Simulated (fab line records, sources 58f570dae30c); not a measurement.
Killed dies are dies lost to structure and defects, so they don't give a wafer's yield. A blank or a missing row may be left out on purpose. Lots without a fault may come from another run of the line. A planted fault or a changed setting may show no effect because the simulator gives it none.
Chamber matching | flow berkeley_cmos170 | UCB170_V1_CMP_02 on cmp-01: 4 sister chambers
The step polishes SiO2. 8 wafers are shown with their chamber, then 9 later ones without.

WAFERS WITH THEIR CHAMBER
wafer  | chamber | motor_current_A (A)
L661.6 | 3       | 18.2
L672.2 | 1       | 13.9
L672.4 | 3       | 17.1
L674.1 | 2       | 16.2
L674.6 | 0       | 15.3
L675.2 | 0       | 15.0
L675.4 | 2       | 16.9
L675.6 | 1       | 14.9

WAFERS WITHOUT THEIR CHAMBER
wafer  | motor_current_A (A)
L676.1 | 17.1
L676.4 | 18.4
L676.5 | 14.5
L677.2 | 17.6
L677.4 | 14.6
L677.5 | 14.7
L679.1 | 14.1
L679.3 | 15.4
L679.5 | 15.1

WHICH CHAMBER EACH WENT THROUGH
wafer  | from the rows above          | in truth
L676.1 | can't be placed: 3 or 2      | 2
L676.4 | can't be placed: 3 or 2      | 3
L676.5 | can't be placed: 1 or 0      | 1
L677.2 | can't be placed: 3 or 2      | 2
L677.4 | can't be placed: 1 or 0      | 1
L677.5 | can't be placed: 1 or 0      | 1
L679.1 | can't be placed: 1 or 0      | 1
L679.3 | can't be placed: 0 or 1 or 2 | 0
L679.5 | can't be placed: 0 or 1      | 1
Placed correctly: 0 of 9. Can't be placed from these rows: 9 (the true chamber is among the candidates in 9). Placed wrongly: 0.
How it was worked out, from the rows above alone: a wafer's distance from a chamber is the root of the sum, over the readings, of the square of ((its reading less the chamber's mean) divided by the reading's scatter). The wafer belongs to the nearest chamber; if the next one is less than 2 further off, it can't be placed. A chamber's mean is the mean of its shown wafers. The scatter: the root of (the sum of the squares of (reading less its chamber's mean) over the shown wafers, divided by (wafers less chambers)).
